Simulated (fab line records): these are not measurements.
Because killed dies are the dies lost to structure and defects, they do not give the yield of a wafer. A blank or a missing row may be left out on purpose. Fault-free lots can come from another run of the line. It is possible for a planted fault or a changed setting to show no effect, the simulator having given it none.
fab line records	flow berkeleyCmos170
record lots=14	wafers=42	lastDay=12
route steps=331 shown PLDD@155 NLDD@165 M1@238
lots with no fault: from the same line, run without faults
startH: hours from the record's opening day to when the first of the lot's shown wafers began	waitH: hours elapsed since this lot's preceding step	" same as the row above	L1.1+2: a row that stands for several wafers	- either no value or no given start	* or withheld: withheld	< > ~ a bound
route shown NAME@n: NAME is a module with steps in the file, n the number in the route of the first one	usual: mean/standard deviation of fault-free wafers	same: alike in all rows	chamber/n: place in a boat	sites: each site's reading	_std_site: how widely they spread, as a standard deviation	_edge_site: the outer-site mean with the inner-site mean subtracted	radiusMm: how far each site lies from the wafer's centre	mask NAME#n: copy n	behind: the most recent tool/chamber to have shaped the wafer	hold: reason for holding the lot/hours on hold/outcome of the hold	device: names the non-switching transistor (n, p or np)	end of line: at the end of the route, the tests of the same wafers	a step given without rows: its recipe and nothing more	killed: dies lost to structure and defects at the first sort, not the wafer's yield	map: shows each die of a wafer: x if killed, . if not, _ if none is there
set.NAME: the setting as run; set.NAME@STEP: as run at that earlier step	model.NAME: the simulator's own value behind a step, which no gauge read
a sample of lots followed through the steps of the route, with each step as a table and each wafer as a row
services: from which hour (startH, from the record's first day; less than 0 if before it) a tool's chamber was out of use, for how many hours, and why
## steps
# step UCB170_PLDD_STRIP_10
# recipe chemistry=O2	powerW=400	pressureMtorr=3500	platenTempC=withheld	o2FlowSccm=400	overashFraction=0.5
# usual drypumpMotorCurrentA=5.8/0.6	o2FlowSccm=400.1/1.3	oesProductAu=0.734/0.0045	stripTimeToEndpointS=21.64/0.064
lot.wafer	tool	chamber	startH	waitH	drypumpMotorCurrentA	o2FlowSccm	oesProductAu	rfHoursCounterH	stripTimeToEndpointS
L328.1	plasmaAsher-01	1	160.39	0.1	5.5	399.7	0.732	4	21.54
L328.4	"	0	"	"	6.6	400.2	0.736	-	21.54
L328.6	"	1	"	"	5.5	399.2	0.734	-	21.42
L329.2	plasmaAsher-01	0	160.51	0.1	6.6	401.6	0.734	4	21.62
L329.3	"	1	"	"	5.5	398.0	0.746	-	21.58
L329.4	"	0	"	"	6.7	401.3	0.734	-	21.58
L332.1	plasmaAsher-02	0	172.45	0.1	6.5	401.3	0.732	43	21.76
L332.3	"	1	"	"	4.8	400.7	0.724	-	21.71
L332.4	"	0	"	"	6.4	401.8	0.723	-	21.73
L334.1	plasmaAsher-01	1	172.97	0.1	5.6	401.4	0.732	5	21.63
L334.4	"	1	"	"	5.5	401.3	0.737	-	21.70
L334.5	"	0	"	"	6.7	399.1	0.734	-	21.67
L331.1	plasmaAsher-03	1	173.24	0.1	5.8	400.5	0.739	45	21.64
L331.2	"	0	"	"	5.6	400.5	0.735	45	21.64
L331.6	"	0	"	"	5.7	400.8	0.737	-	21.51
L333.1	plasmaAsher-01	1	173.52	0.1	5.5	399.1	0.737	5	21.54
L333.2	"	0	"	"	6.7	400.0	0.736	5	21.58
L333.6	"	1	"	"	5.5	399.5	0.727	-	21.62
L337.2	plasmaAsher-01	1	188.88	0.1	5.5	401.4	0.739	7	21.68
L337.3	"	0	"	"	6.7	400.9	0.728	-	21.67
L337.6	"	0	"	"	6.7	400.7	0.741	-	21.69
L339.2	plasmaAsher-01	0	208.88	0.1	6.6	399.9	0.737	9	21.67
L339.4	"	0	"	"	6.7	399.9	0.745	-	21.66
L339.5	"	0	"	"	6.7	398.4	0.730	-	21.68
L341.2	plasmaAsher-03	0	209.67	0.1	5.7	398.4	0.735	49	21.65
L341.5	"	1	"	"	5.9	399.1	0.730	-	21.65
L341.6	"	0	"	"	5.7	397.6	0.726	-	21.70
L346.1	plasmaAsher-03	0	225.96	0.1	5.7	399.2	0.734	52	21.59
L346.2	"	1	"	"	5.9	400.7	0.733	52	21.64
L346.4	"	1	"	"	5.9	400.6	0.734	-	21.57
L347.2	plasmaAsher-02	0	226.08	0.1	6.4	399.6	0.734	50	21.57
L347.4	"	0	"	"	6.4	400.0	0.735	-	21.56
L347.5	"	0	"	"	6.4	400.0	0.730	-	21.58
L348.1	plasmaAsher-01	0	241.09	0.1	6.6	398.3	0.743	13	21.64
L348.3	"	0	"	"	6.7	401.8	0.737	-	21.67
L348.5	"	1	"	"	5.5	397.8	0.731	-	21.72
L350.2	plasmaAsher-03	0	254.26	0.1	5.7	401.9	0.729	55	21.65
L350.3	"	0	"	"	5.7	400.4	0.740	-	21.68
L350.6	"	1	"	"	5.8	399.0	0.732	-	21.60
L351.1	plasmaAsher-02	1	256.80	0.1	4.8	401.4	0.735	54	21.71
L351.4	"	1	"	"	4.8	399.5	0.741	-	21.68
L351.5	"	1	"	"	4.8	399.0	0.727	-	21.64
# step UCB170_NLDD_OVL_MEAS_07
# usual NLDD_OVL=-1/5.1
lot.wafer	tool	chamber	startH	waitH	NLDD_OVL[nm]
L328.1	overlay-02	-	162.42	0.1	6
L328.4	"	-	"	"	-4
L328.6	"	-	"	"	-7
L329.2	overlay-02	-	162.68	0.1	-3
L329.3	"	-	"	"	-5
L329.4	"	-	"	"	-4
L332.1	overlay-01	-	174.20	0.1	-4
L332.3	"	-	"	"	-7
L332.4	"	-	"	"	-1
L334.1	overlay-01	-	174.64	0.1	2
L334.4	"	-	"	"	13
L334.5	"	-	"	"	3
L331.1	overlay-02	-	175.29	0.1	-4
L331.2	"	-	"	"	2
L331.6	"	-	"	"	0
L333.1	overlay-02	-	175.64	0.1	-12
L333.2	"	-	"	"	-6
L333.6	"	-	"	"	-4
L337.2	overlay-02	-	190.80	0.1	-1
L337.3	"	-	"	"	4
L337.6	"	-	"	"	-5
L339.2	overlay-02	-	212.06	0.1	0
L339.4	"	-	"	"	1
L339.5	"	-	"	"	3
L341.2	overlay-01	-	212.33	0.1	-4
L341.5	"	-	"	"	-5
L341.6	"	-	"	"	-3
L346.1	overlay-02	-	227.92	0.1	-3
L346.2	"	-	"	"	1
L346.4	"	-	"	"	-3
L347.2	overlay-01	-	228.08	0.1	-10
L347.4	"	-	"	"	-1
L347.5	"	-	"	"	3
L348.1	overlay-01	-	242.38	0.1	-4
L348.3	"	-	"	"	-4
L348.5	"	-	"	"	-4
L350.2	overlay-01	-	256.08	0.1	6
L350.3	"	-	"	"	9
L350.6	"	-	"	"	4
L351.1	overlay-02	-	259.11	0.1	-5
L351.4	"	-	"	"	1
L351.5	"	-	"	"	-7
# step UCB170_M1_SPUTTER_00
# recipe material=Al	targetThkNm=600	timeS=80	powerW=6000	chamberPressurePa=0.5
# usual throttleValvePct=30.3/1.1
lot.wafer	tool	chamber	startH	waitH	throttleValvePct
L328.1	pvdSputter-03	-	178.09	0.0	29.9
L328.4	"	-	"	"	28.2
L328.6	"	-	"	"	30.0
L329.2	pvdSputter-02	-	180.34	0.0	31.1
L329.3	"	-	"	"	32.3
L329.4	"	-	"	"	29.1
L332.1	pvdSputter-02	-	190.66	0.0	32.4
L332.3	"	-	"	"	29.2
L332.4	"	-	"	"	30.9
L334.1	pvdSputter-04	-	191.39	0.0	30.8
L334.4	"	-	"	"	29.7
L334.5	"	-	"	"	29.5
L333.1	pvdSputter-03	-	193.87	0.0	32.7
L333.2	"	-	"	"	30.2
L333.6	"	-	"	"	32.7
L331.1	pvdSputter-04	-	194.25	0.0	29.3
L331.2	"	-	"	"	30.5
L331.6	"	-	"	"	30.7
L337.2	pvdSputter-04	-	211.41	0.0	29.0
L337.3	"	-	"	"	30.8
L337.6	"	-	"	"	29.2
L339.2	pvdSputter-03	-	230.22	0.0	30.4
L339.4	"	-	"	"	32.7
L339.5	"	-	"	"	30.0
L341.2	pvdSputter-03	-	232.10	0.0	30.1
L341.5	"	-	"	"	29.9
L341.6	"	-	"	"	28.2
L347.2	pvdSputter-04	-	249.35	0.0	30.8
L347.4	"	-	"	"	29.7
L347.5	"	-	"	"	30.6
L346.1	pvdSputter-02	-	249.88	0.0	29.3
L346.2	"	-	"	"	30.7
L346.4	"	-	"	"	32.2
L348.1	pvdSputter-04	-	264.64	0.0	30.7
L348.3	"	-	"	"	29.2
L348.5	"	-	"	"	29.6
L350.2	pvdSputter-02	-	278.09	0.0	29.5
L350.3	"	-	"	"	31.0
L350.6	"	-	"	"	29.8
L351.1	pvdSputter-04	-	278.52	0.0	29.6
L351.4	"	-	"	"	31.0
L351.5	"	-	"	"	29.6
# step UCB170_M1_RS_MEAS_01
# recipe thkMeasGauge=four-point-probe	reads=Al_of_M1_SPUTTER_00
# usual M1_AL_RS=0.0484/0.00054
lot.wafer	tool	chamber	startH	waitH	M1_AL_RS[ohm/sq]
L328.1	filmMetro-01	-	178.15	0.0	0.0484
L328.4	"	-	"	"	0.0489
L328.6	"	-	"	"	0.0485
L329.2	filmMetro-03	-	180.42	0.1	0.0497
L329.3	"	-	"	"	0.0489
L329.4	"	-	"	"	0.0496
L332.1	filmMetro-01	-	190.72	0.0	0.0482
L332.3	"	-	"	"	0.0489
L332.4	"	-	"	"	0.0489
L334.1	filmMetro-01	-	191.45	0.0	0.0476
L334.4	"	-	"	"	0.0489
L334.5	"	-	"	"	0.0483
L333.1	filmMetro-02	-	193.93	0.0	0.0487
L333.2	"	-	"	"	0.0488
L333.6	"	-	"	"	0.0492
L331.1	filmMetro-02	-	194.31	0.0	0.0475
L331.2	"	-	"	"	0.0470
L331.6	"	-	"	"	0.0477
L337.2	filmMetro-03	-	211.49	0.1	0.0483
L337.3	"	-	"	"	0.0480
L337.6	"	-	"	"	0.0484
L339.2	filmMetro-03	-	230.31	0.1	0.0436
L339.4	"	-	"	"	0.0445
L339.5	"	-	"	"	0.0441
L341.2	filmMetro-03	-	232.19	0.1	0.0442
L341.5	"	-	"	"	0.0444
L341.6	"	-	"	"	0.0447
L347.2	filmMetro-02	-	249.43	0.1	0.0481
L347.4	"	-	"	"	0.0493
L347.5	"	-	"	"	0.0478
L346.1	filmMetro-02	-	249.94	0.0	0.0489
L346.2	"	-	"	"	0.0487
L346.4	"	-	"	"	0.0484
L348.1	filmMetro-03	-	264.70	0.0	0.0475
L348.3	"	-	"	"	0.0480
L348.5	"	-	"	"	0.0477
L350.2	filmMetro-02	-	278.18	0.1	0.0483
L350.3	"	-	"	"	0.0479
L350.6	"	-	"	"	0.0475
L351.1	filmMetro-02	-	278.58	0.0	0.0483
L351.4	"	-	"	"	0.0487
L351.5	"	-	"	"	0.0483
# step UCB170_M1_THK_MEAS_02
# recipe thkMeasGauge=xrf	reads=Al_of_M1_SPUTTER_00
# usual M1_AL_THK=605/6.8
lot.wafer	tool	chamber	startH	waitH	M1_AL_THK[nm]
L328.1	filmMetro-01	-	178.27	0.1	603
L328.4	"	-	"	"	600
L328.6	"	-	"	"	603
L329.2	filmMetro-03	-	180.53	0.1	591
L329.3	"	-	"	"	599
L329.4	"	-	"	"	590
L332.1	filmMetro-01	-	190.84	0.1	602
L332.3	"	-	"	"	597
L332.4	"	-	"	"	601
L334.1	filmMetro-01	-	191.57	0.1	613
L334.4	"	-	"	"	601
L334.5	"	-	"	"	607
L333.1	filmMetro-02	-	194.05	0.1	596
L333.2	"	-	"	"	599
L333.6	"	-	"	"	592
L331.1	filmMetro-02	-	194.43	0.1	613
L331.2	"	-	"	"	620
L331.6	"	-	"	"	611
L337.2	filmMetro-03	-	211.60	0.1	610
L337.3	"	-	"	"	613
L337.6	"	-	"	"	612
L339.2	filmMetro-03	-	230.42	0.1	675
L339.4	"	-	"	"	661
L339.5	"	-	"	"	666
L341.2	filmMetro-03	-	232.30	0.1	666
L341.5	"	-	"	"	659
L341.6	"	-	"	"	654
L347.2	filmMetro-02	-	249.54	0.1	611
L347.4	"	-	"	"	601
L347.5	"	-	"	"	613
L346.1	filmMetro-02	-	250.06	0.1	600
L346.2	"	-	"	"	603
L346.4	"	-	"	"	604
L348.1	filmMetro-03	-	264.82	0.1	619
L348.3	"	-	"	"	612
L348.5	"	-	"	"	616
L350.2	filmMetro-02	-	278.29	0.1	609
L350.3	"	-	"	"	608
L350.6	"	-	"	"	614
L351.1	filmMetro-02	-	278.70	0.1	603
L351.4	"	-	"	"	597
L351.5	"	-	"	"	603
# step UCB170_M1_CD_MEAS_90
# recipe targetCdNm=700
# usual cdNm=700.0/2.2
lot.wafer	tool	chamber	startH	waitH	cdNm
L328.1	cdSem-01	-	179.61	0.1	702.6
L328.4	"	-	"	"	700.1
L328.6	"	-	"	"	699.4
L329.2	cdSem-01	-	183.16	0.1	698.8
L329.3	"	-	"	"	701.6
L329.4	"	-	"	"	700.4
L332.1	cdSem-02	-	193.64	0.1	699.3
L332.3	"	-	"	"	702.0
L332.4	"	-	"	"	699.8
L334.1	cdSem-01	-	194.92	0.1	699.9
L334.4	"	-	"	"	700.8
L334.5	"	-	"	"	701.7
L333.1	cdSem-02	-	196.37	0.1	701.8
L333.2	"	-	"	"	701.7
L333.6	"	-	"	"	703.0
L331.1	cdSem-02	-	196.92	0.1	701.9
L331.2	"	-	"	"	701.5
L331.6	"	-	"	"	701.6
L337.2	cdSem-02	-	214.36	0.1	699.4
L337.3	"	-	"	"	696.2
L337.6	"	-	"	"	699.6
L339.2	cdSem-01	-	232.66	0.1	700.0
L339.4	"	-	"	"	701.0
L339.5	"	-	"	"	702.6
L341.2	cdSem-01	-	233.90	0.1	700.7
L341.5	"	-	"	"	699.2
L341.6	"	-	"	"	700.0
L347.2	cdSem-01	-	253.23	0.1	700.4
L347.4	"	-	"	"	701.7
L347.5	"	-	"	"	701.6
L346.1	cdSem-02	-	253.44	0.2	698.1
L346.2	"	-	"	"	701.4
L346.4	"	-	"	"	697.4
L348.1	cdSem-02	-	268.26	0.1	705.7
L348.3	"	-	"	"	703.4
L348.5	"	-	"	"	700.8
L350.2	cdSem-01	-	280.33	0.1	694.6
L350.3	"	-	"	"	698.8
L350.6	"	-	"	"	697.5
L351.1	cdSem-01	-	281.00	0.2	698.9
L351.4	"	-	"	"	698.8
L351.5	"	-	"	"	704.3
## services
tool	chamber	startH	hours	kind
pvdSputter-04	-	153.71	5.9	repair
plasmaAsher-01	-	168.37	2.7	repair
pvdSputter-03	-	197.05	1.1	repair
pvdSputter-02	3	204.91	-	consumableReplace:kit
pvdSputter-02	3	204.91	18.0	scheduledDown
pvdSputter-02	3	204.91	18.0	ventCycle
pvdSputter-02	-	258.09	6.6	repair
pvdSputter-03	-	259.93	1.9	repair
## key
firstSign step=UCB170_M1_RS_MEAS_01	reading=M1_AL_RS	direction=down	sigmas=7.6	usual=0.0484	struck=0.0443
effect step=UCB170_M1_THK_MEAS_02	reading=M1_AL_THK	direction=up	sigmas=8.6	usual=605	struck=664
metAt UCB170_M1_SPUTTER_00
struckLots L339,L341
notActingAt UCB170_PLDD_STRIP_10,UCB170_NLDD_OVL_MEAS_07,UCB170_M1_CD_MEAS_90
onsetBetween 193.87 230.22
fault kind=processParameterDrift	tool=pvdSputter-03	chamber=-	onsetH=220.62	steps=UCB170_M1_SPUTTER_00	channel=targetThkNm	offset=59.179	shape=step	endH=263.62	actsIn=theseRecipesOnly	stated=600
